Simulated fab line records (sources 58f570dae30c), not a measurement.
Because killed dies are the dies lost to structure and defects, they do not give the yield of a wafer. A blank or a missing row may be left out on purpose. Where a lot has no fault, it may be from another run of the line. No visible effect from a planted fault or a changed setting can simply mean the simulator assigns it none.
Which tool was responsible? || flow berkeley-cmos170 || 14 lots, 42 wafers sampled, at 4 steps of a route of 331

== WHAT EACH GAUGE READ, for each wafer ==
UCB170_NWELL_THK_MEAS_05. Usual: NWELL_NITRIDE_THK gives 223.4 nm (standard deviation 2.1).
{"lot": "L971", "measured": "day 2 10:51", "on": "film-metro-04", "NWELL_NITRIDE_THK (nm)": "225.4 223.8 225.3", "flag": ""}
{"lot": "L973", "measured": "day 2 20:05", "on": "film-metro-02", "NWELL_NITRIDE_THK (nm)": "219.5 218.9 219.3", "flag": ""}
{"lot": "L975", "measured": "day 3 02:31", "on": "film-metro-02", "NWELL_NITRIDE_THK (nm)": "221.8 221.8 222.4", "flag": ""}
{"lot": "L974", "measured": "day 3 02:31", "on": "film-metro-04", "NWELL_NITRIDE_THK (nm)": "220.3 218.4 219.6", "flag": ""}
{"lot": "L977", "measured": "day 3 12:39", "on": "film-metro-04", "NWELL_NITRIDE_THK (nm)": "223.4 223.1 224.9", "flag": ""}
{"lot": "L978", "measured": "day 3 21:30", "on": "film-metro-03", "NWELL_NITRIDE_THK (nm)": "225.1 224.3 224.8", "flag": ""}
{"lot": "L979", "measured": "day 3 21:30", "on": "film-metro-04", "NWELL_NITRIDE_THK (nm)": "223.5 222.2 223.5", "flag": ""}
{"lot": "L980", "measured": "day 4 09:30", "on": "film-metro-04", "NWELL_NITRIDE_THK (nm)": "220.5 221.9 223.6", "flag": ""}
{"lot": "L984", "measured": "day 5 02:05", "on": "film-metro-04", "NWELL_NITRIDE_THK (nm)": "224.4 221.6 223.7", "flag": ""}
{"lot": "L986", "measured": "day 5 13:16", "on": "film-metro-03", "NWELL_NITRIDE_THK (nm)": "223.7 224.2 222.9", "flag": ""}
{"lot": "L987", "measured": "day 5 23:44", "on": "film-metro-02", "NWELL_NITRIDE_THK (nm)": "226.2 229.0 226.5", "flag": ""}
{"lot": "L989", "measured": "day 6 07:14", "on": "film-metro-02", "NWELL_NITRIDE_THK (nm)": "226.1 229.1 225.8", "flag": ""}
{"lot": "L992", "measured": "day 6 14:58", "on": "film-metro-04", "NWELL_NITRIDE_THK (nm)": "223.9 224.0 222.9", "flag": ""}
{"lot": "L993", "measured": "day 7 02:16", "on": "film-metro-03", "NWELL_NITRIDE_THK (nm)": "224.3 223.7 226.6", "flag": ""}

UCB170_NVT_OVL_MEAS_06. Usual: NVT_OVL gives -3 nm (standard deviation 4.3).
{"lot": "L971", "measured": "day 6 04:35", "on": "overlay-02", "NVT_OVL (nm)": "-5 0 0", "flag": ""}
{"lot": "L973", "measured": "day 6 19:33", "on": "overlay-01", "NVT_OVL (nm)": "-5 -3 -6", "flag": ""}
{"lot": "L975", "measured": "day 6 19:12", "on": "overlay-01", "NVT_OVL (nm)": "-1 -6 -7", "flag": ""}
{"lot": "L974", "measured": "day 6 19:26", "on": "overlay-01", "NVT_OVL (nm)": "3 -5 -13", "flag": ""}
{"lot": "L977", "measured": "day 7 07:31", "on": "overlay-01", "NVT_OVL (nm)": "-3 -2 -2", "flag": ""}
{"lot": "L978", "measured": "day 7 07:42", "on": "overlay-02", "NVT_OVL (nm)": "-1 -1 -4", "flag": ""}
{"lot": "L979", "measured": "day 7 19:37", "on": "overlay-02", "NVT_OVL (nm)": "0 -5 -1", "flag": ""}
{"lot": "L980", "measured": "day 7 19:50", "on": "overlay-01", "NVT_OVL (nm)": "4 -3 2", "flag": ""}
{"lot": "L984", "measured": "day 9 10:56", "on": "overlay-02", "NVT_OVL (nm)": "-7 -4 -1", "flag": ""}
{"lot": "L986", "measured": "day 9 11:00", "on": "overlay-01", "NVT_OVL (nm)": "3 1 -1", "flag": ""}
{"lot": "L987", "measured": "day 10 05:19", "on": "overlay-02", "NVT_OVL (nm)": "-1 -4 -4", "flag": ""}
{"lot": "L989", "measured": "day 10 16:29", "on": "overlay-01", "NVT_OVL (nm)": "-5 -10 -6", "flag": ""}
{"lot": "L992", "measured": "day 10 16:20", "on": "overlay-02", "NVT_OVL (nm)": "-1 -5 -1", "flag": ""}
{"lot": "L993", "measured": "day 11 13:10", "on": "overlay-02", "NVT_OVL (nm)": "4 -4 -4", "flag": ""}

UCB170_PLDD_CD_MEAS_06 targets a cd of 1200 nm. Usual: 1200.2 nm for cd-nm, sd 1.3.
{"lot": "L971", "measured": "day 7 00:20", "on": "cd-sem-01", "cd-nm (nm)": "1199.3 1199.3 1199.4", "flag": ""}
{"lot": "L973", "measured": "day 7 12:32", "on": "cd-sem-01", "cd-nm (nm)": "1199.1 1199.2 1198.4", "flag": ""}
{"lot": "L975", "measured": "day 7 12:16", "on": "cd-sem-02", "cd-nm (nm)": "1200.8 1200.9 1199.9", "flag": ""}
{"lot": "L974", "measured": "day 7 12:38", "on": "cd-sem-02", "cd-nm (nm)": "1199.5 1200.2 1200.2", "flag": ""}
{"lot": "L977", "measured": "day 8 10:36", "on": "cd-sem-01", "cd-nm (nm)": "1199.6 1200.6 1201.0", "flag": ""}
{"lot": "L978", "measured": "day 8 09:41", "on": "cd-sem-02", "cd-nm (nm)": "1201.4 1201.0 1200.6", "flag": ""}
{"lot": "L979", "measured": "day 8 20:25", "on": "cd-sem-01", "cd-nm (nm)": "1203.4 1202.8 1202.3", "flag": ""}
{"lot": "L980", "measured": "day 8 20:07", "on": "cd-sem-01", "cd-nm (nm)": "1199.6 1199.6 1198.4", "flag": ""}
{"lot": "L984", "measured": "day 10 05:23", "on": "cd-sem-02", "cd-nm (nm)": "1199.0 1201.1 1200.9", "flag": ""}
{"lot": "L986", "measured": "day 10 05:40", "on": "cd-sem-01", "cd-nm (nm)": "1201.5 1202.0 1202.8", "flag": ""}
{"lot": "L987", "measured": "day 10 23:41", "on": "cd-sem-02", "cd-nm (nm)": "1201.2 1201.4 1199.7", "flag": ""}
{"lot": "L989", "measured": "day 11 11:32", "on": "cd-sem-01", "cd-nm (nm)": "1200.0 1200.7 1200.8", "flag": ""}
{"lot": "L992", "measured": "day 11 11:25", "on": "cd-sem-01", "cd-nm (nm)": "1200.3 1201.0 1201.3", "flag": ""}
{"lot": "L993", "measured": "day 12 02:27", "on": "cd-sem-02", "cd-nm (nm)": "1200.5 1200.5 1200.6", "flag": ""}

== EACH LOT AND THE TOOL THAT RAN IT (in order: tool; ch and the chambers of the sampled wafers; start) ==
{"lot": "L971", "UCB170_PVT_STRIP_08": "plasma-asher-02 ch 0,1, day 6 06:53"}
{"lot": "L973", "UCB170_PVT_STRIP_08": "plasma-asher-03 ch 0, day 6 21:51"}
{"lot": "L975", "UCB170_PVT_STRIP_08": "plasma-asher-01 ch 0,1, day 6 21:10"}
{"lot": "L974", "UCB170_PVT_STRIP_08": "plasma-asher-02 ch 0,1, day 6 21:26"}
{"lot": "L977", "UCB170_PVT_STRIP_08": "plasma-asher-03 ch 0,1, day 7 12:37"}
{"lot": "L978", "UCB170_PVT_STRIP_08": "plasma-asher-01 ch 0,1, day 7 11:38"}
{"lot": "L979", "UCB170_PVT_STRIP_08": "plasma-asher-01 ch 0,1, day 7 21:31"}
{"lot": "L980", "UCB170_PVT_STRIP_08": "plasma-asher-03 ch 1, day 7 21:39"}
{"lot": "L984", "UCB170_PVT_STRIP_08": "plasma-asher-03 ch 0,1, day 9 14:39"}
{"lot": "L986", "UCB170_PVT_STRIP_08": "plasma-asher-03 ch 0,1, day 9 14:55"}
{"lot": "L987", "UCB170_PVT_STRIP_08": "plasma-asher-03 ch 0,1, day 10 07:50"}
{"lot": "L989", "UCB170_PVT_STRIP_08": "plasma-asher-02 ch 0,1, day 10 22:23"}
{"lot": "L992", "UCB170_PVT_STRIP_08": "plasma-asher-01 ch 0,1, day 10 18:17"}
{"lot": "L993", "UCB170_PVT_STRIP_08": "plasma-asher-02 ch 0,1, day 11 14:52"}
- UCB170_PVT_STRIP_08: strips in O2.

== AS READ BY THE TOOLS THEMSELVES (means over the sampled wafers that have a number; for cases with no such wafer, the mark the record gives instead) ==
UCB170_PVT_STRIP_08. Usual: chamber-pressure-mTorr 3500 mTorr, standard deviation 3.2; drypump-motor-current-A 5.8 A, standard deviation 0.44; oes-product-au 0.734 a.u., standard deviation 0.0045; strip-time-to-endpoint-s 21.59 s, standard deviation 0.067.
{"lot": "L971", "tool": "plasma-asher-02", "chamber-pressure-mTorr (mTorr)": 3503, "drypump-motor-current-A (A)": 5.9, "oes-product-au (a.u.)": 0.734, "strip-time-to-endpoint-s (s)": 21.62, "flag": ""}
{"lot": "L973", "tool": "plasma-asher-03", "chamber-pressure-mTorr (mTorr)": 3502, "drypump-motor-current-A (A)": 5.3, "oes-product-au (a.u.)": 0.732, "strip-time-to-endpoint-s (s)": 21.59, "flag": ""}
{"lot": "L975", "tool": "plasma-asher-01", "chamber-pressure-mTorr (mTorr)": 3500, "drypump-motor-current-A (A)": 5.6, "oes-product-au (a.u.)": 0.733, "strip-time-to-endpoint-s (s)": 21.57, "flag": ""}
{"lot": "L974", "tool": "plasma-asher-02", "chamber-pressure-mTorr (mTorr)": 3499, "drypump-motor-current-A (A)": 6.0, "oes-product-au (a.u.)": 0.735, "strip-time-to-endpoint-s (s)": 21.62, "flag": ""}
{"lot": "L977", "tool": "plasma-asher-03", "chamber-pressure-mTorr (mTorr)": 3499, "drypump-motor-current-A (A)": 5.7, "oes-product-au (a.u.)": 0.730, "strip-time-to-endpoint-s (s)": 21.52, "flag": ""}
{"lot": "L978", "tool": "plasma-asher-01", "chamber-pressure-mTorr (mTorr)": 3502, "drypump-motor-current-A (A)": 5.6, "oes-product-au (a.u.)": 0.731, "strip-time-to-endpoint-s (s)": 21.63, "flag": ""}
{"lot": "L979", "tool": "plasma-asher-01", "chamber-pressure-mTorr (mTorr)": 3500, "drypump-motor-current-A (A)": 5.6, "oes-product-au (a.u.)": 0.733, "strip-time-to-endpoint-s (s)": 21.64, "flag": ""}
{"lot": "L980", "tool": "plasma-asher-03", "chamber-pressure-mTorr (mTorr)": 3499, "drypump-motor-current-A (A)": 6.4, "oes-product-au (a.u.)": 0.735, "strip-time-to-endpoint-s (s)": 21.65, "flag": ""}
{"lot": "L984", "tool": "plasma-asher-03", "chamber-pressure-mTorr (mTorr)": 3498, "drypump-motor-current-A (A)": 5.6, "oes-product-au (a.u.)": 0.733, "strip-time-to-endpoint-s (s)": 21.60, "flag": ""}
{"lot": "L986", "tool": "plasma-asher-03", "chamber-pressure-mTorr (mTorr)": 3501, "drypump-motor-current-A (A)": 5.7, "oes-product-au (a.u.)": 0.860, "strip-time-to-endpoint-s (s)": 21.51, "flag": "OFF"}
{"lot": "L987", "tool": "plasma-asher-03", "chamber-pressure-mTorr (mTorr)": 3498, "drypump-motor-current-A (A)": 6.0, "oes-product-au (a.u.)": 0.862, "strip-time-to-endpoint-s (s)": 21.55, "flag": "OFF"}
{"lot": "L989", "tool": "plasma-asher-02", "chamber-pressure-mTorr (mTorr)": 3502, "drypump-motor-current-A (A)": 6.0, "oes-product-au (a.u.)": 0.735, "strip-time-to-endpoint-s (s)": 21.64, "flag": ""}
{"lot": "L992", "tool": "plasma-asher-01", "chamber-pressure-mTorr (mTorr)": 3500, "drypump-motor-current-A (A)": 5.6, "oes-product-au (a.u.)": 0.736, "strip-time-to-endpoint-s (s)": 21.63, "flag": ""}
{"lot": "L993", "tool": "plasma-asher-02", "chamber-pressure-mTorr (mTorr)": 3501, "drypump-motor-current-A (A)": 5.9, "oes-product-au (a.u.)": 0.731, "strip-time-to-endpoint-s (s)": 21.54, "flag": ""}

== THE ANSWER, worked out from the rows above alone ==
Rule: take the mean of a lot's wafers that have a number; if it is more than 3 standard deviations from the usual mean, the lot is off. Also off: a lot with no number at a reading for which 4 or more lots have one. The other lots that the step has rows for count as sound. Order of review: gauges by route order, followed by the tools' own readings, for which a lot's mean as printed above is used. The first step at which some lot is off is used, and at that step the reading that is off furthest; a lot without a number counts as furthest.
Off: L986, L987 (UCB170_PVT_STRIP_08, oes-product-au).
If a tool, at that step or one of the process steps before it, ran each lot that is off and ran no sound lot following the first of them, it fits. One fits: plasma-asher-03 at UCB170_PVT_STRIP_08. A fault onset in the window from L984 (day 9 14:39, its last sound lot) to L986 (day 9 14:55, its first lot off) fits.
On the lots that are off, the tool's own readings at UCB170_PVT_STRIP_08 differ by more than 5 times the standard deviation of the sound lots' means, which bears it out; oes-product-au reads 0.861 a.u. there versus 0.733 a.u. on the sound lots.

== WHAT HAD BEEN PUT IN BY THE SIMULATOR ==
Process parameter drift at UCB170_PVT_STRIP_08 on plasma-asher-03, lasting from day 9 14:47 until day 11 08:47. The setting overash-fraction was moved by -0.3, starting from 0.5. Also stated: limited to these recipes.
Lots struck among those shown: L986, L987. This agrees with what the rule above found.
